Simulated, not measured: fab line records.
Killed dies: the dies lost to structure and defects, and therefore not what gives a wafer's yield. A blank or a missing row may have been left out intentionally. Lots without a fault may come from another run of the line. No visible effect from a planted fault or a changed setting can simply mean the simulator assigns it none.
Lot-split experiment	flow rit cmos	route with 202 steps; 5 lots, 23 wafers read

== ABOUT THE SPLIT ==
At RIT_SILICIDE_SPUTTER_01 (material Ti, target thk 30 nm, time 240 s), the setting chamber pressure pa was moved away from the recipe's 0.667 Pa on 15 of the 23 wafers read, by -11.4% to +14.8%. All remaining wafers had this setting at the recipe value.

There is no step in the file separating the split from the reading.

== THE READING ==
SILICIDE_TI_RS in ohm/sq, measured at RIT_SILICIDE_RS_MEAS_02 by four-point-probe. Fault-free wafers of this fab line usually give 48.0 ohm/sq, standard deviation 0.79 ohm/sq.

wafer	tool, chamber at the split	chamber pressure pa as run, Pa	against the recipe	SILICIDE_TI_RS, ohm/sq	against lot-mates on the recipe
L076.1	pvd sputter-04, -	0.667	recipe	48.8	-
L076.2	pvd sputter-04, -	0.667	recipe	47.9	-
L076.3	pvd sputter-04, -	0.667	recipe	47.4	-
L076.4	pvd sputter-04, -	0.667	recipe	46.8	-
L076.5	pvd sputter-04, -	0.667	recipe	48.0	-
L077.1	pvd sputter-01, -	0.7657	+14.8%	65.4	no lot-mate on the recipe
L077.3	pvd sputter-01, -	0.7657	+14.8%	66.6	no lot-mate on the recipe
L077.4	pvd sputter-01, -	0.7657	+14.8%	67.2	no lot-mate on the recipe
L077.5	pvd sputter-01, -	0.7657	+14.8%	67.0	no lot-mate on the recipe
L077.6	pvd sputter-01, -	0.7657	+14.8%	65.5	no lot-mate on the recipe
L080.2	pvd sputter-04, -	0.7473	+12.0%	61.3	no lot-mate on the recipe
L080.3	pvd sputter-04, -	0.7473	+12.0%	61.9	no lot-mate on the recipe
L080.4	pvd sputter-04, -	0.7473	+12.0%	61.6	no lot-mate on the recipe
L080.5	pvd sputter-04, -	0.7473	+12.0%	61.8	no lot-mate on the recipe
L080.6	pvd sputter-04, -	0.7473	+12.0%	61.5	no lot-mate on the recipe
L082.1	pvd sputter-03, -	0.5907	-11.4%	37.0	no lot-mate on the recipe
L082.2	pvd sputter-03, -	0.5907	-11.4%	37.7	no lot-mate on the recipe
L082.3	pvd sputter-03, -	0.5907	-11.4%	37.4	no lot-mate on the recipe
L082.5	pvd sputter-03, -	0.5907	-11.4%	37.5	no lot-mate on the recipe
L082.6	pvd sputter-03, -	0.5907	-11.4%	37.6	no lot-mate on the recipe
L085.1	pvd sputter-01, -	0.667	recipe	48.9	-
L085.3	pvd sputter-01, -	0.667	recipe	48.0	-
L085.4	pvd sputter-01, -	0.667	recipe	48.2	-

THE FIT
A straight line over all 23 wafers: SILICIDE_TI_RS changes by +1.09 ohm/sq for each +1% of chamber pressure pa; r = +0.99; the points scatter about the line by 1.1 ohm/sq.
Too few moved wafers with a lot-mate on the recipe to fit a line net of each lot's own level.

== THE WHOLE CHAIN: every reading that the file lists as answering this split, in the file's order ==
step	what it does	reading	change (the file's fit)	r (the file's)
RIT_SILICIDE_SPUTTER_01	material Ti, target thk 30 nm, time 240 s	Ti_of_SILICIDE_SPUTTER_01.thk nm (the simulator's own value, which no gauge read)	-0.0755 nm for each +1% of the setting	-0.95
RIT_SILICIDE_RS_MEAS_02	measures by four-point-probe	SILICIDE_TI_RS	+1.09 for each +1% of the setting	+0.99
RIT_M1_PROBE_99		etest.nplus sal.width nm (the simulator's own value, which no gauge read)	-5.29 nm for each +1% of the setting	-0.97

== FILE'S OWN FIT ==
SILICIDE_TI_RS changes by +1.09 ohm/sq for each +1% of chamber pressure pa, r = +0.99.
